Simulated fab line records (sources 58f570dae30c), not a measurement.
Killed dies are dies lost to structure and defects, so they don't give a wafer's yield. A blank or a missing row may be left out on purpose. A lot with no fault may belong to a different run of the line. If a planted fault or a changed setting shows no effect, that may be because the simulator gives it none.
A struck lot beside a sound one    flow berkeley cmos170    14 out of 331 route steps
Sound: the wafers L283.1, L283.2, L283.5. Struck: wafers L291.1, L291.3, L291.6. At the end, the cause is stated.
Each step with rows lists, per side, the tool, then ch with its chambers, then its first start. Under that, the readings that differ: sound wafers    struck wafers    difference of the means    sigmas: that difference in standard deviations of wafers without a fault.
alike: a reading whose means differ by less than 2 such deviations, as well as words and numbers matching on both sides. not compared: withheld readings; readings where some wafer has no value; bounds like >300 that might hide an equal value; numbers whose values overlap and for which the record gives no deviation.
The two part at a step that has a row with sigmas, a row that says differs or no value, or rows on one side only. When numbers do not overlap yet have no deviation, they are printed without sigmas and do not part them. A reading missing from all wafers of one side parts the sides only when that side holds two or more wafers.

UCB170_PLDD_TW_MEAS_11:
  sound on film metro-01 at day 6 16:31; struck on film metro-02 at day 8 23:30
  alike: PLDD_TW
then, 7 steps without rows for these wafers: UCB170_PLDD_CLEAN_12 (cleans in SPM, time 600 s); UCB170_NLDD_HMDS_00 (prime time 60 s); UCB170_NLDD_COAT_01 (resist thk 900 nm); UCB170_NLDD_SOFTBAKE_02 (time 60 s); UCB170_NLDD_EXPOSE_03 (exposes mask NSELECT, target cd 1200 nm); UCB170_NLDD_PEB_04; UCB170_NLDD_DEVELOP_05 (develop time 45 s).
UCB170_NLDD_CD_MEAS_06 targets a cd of 1200 nm.
  sound on cd sem-01 at day 6 18:04; struck on cd sem-01 at day 9 01:46
  alike: cd nm
UCB170_NLDD_OVL_MEAS_07:
  sound on overlay-02 at day 6 18:11; struck on overlay-02 at day 9 01:53
  alike: NLDD_OVL
then, 2 steps without rows for these wafers: UCB170_NLDD_IMPLANT_08; UCB170_NLDD_IMPLANT_09.
UCB170_NLDD_STRIP_10: strips in O2.
  sound on plasma asher-04 ch 0,1, day 6 18:31; struck on plasma asher-03 ch 0,1, day 9 02:13
  no value came back on the struck wafers for chamber pressure mTorr (mTorr), drypump motor current A (A), oes product au (a.u.), strip time to endpoint s (s); on the sound wafers chamber pressure mTorr (mTorr) reads 3501 3504 3498
reading                                sound  struck             difference  sigmas
model.KrF_of_NLDD_COAT_01.thk nm (nm)  0 0 0  884.8 885.5 881.6  +884.0      
  not compared: rf hours counter h
UCB170_NLDD_TW_MEAS_11:
  sound on film metro-01 at day 6 18:37; struck on film metro-02 at day 9 02:19
  alike: NLDD_TW

WHERE THEY PART
Within this record, at UCB170_NLDD_STRIP_10 only. Later steps at which nothing parts them and some readings are alike: UCB170_NLDD_TW_MEAS_11.

WHY: whatever the simulator had introduced
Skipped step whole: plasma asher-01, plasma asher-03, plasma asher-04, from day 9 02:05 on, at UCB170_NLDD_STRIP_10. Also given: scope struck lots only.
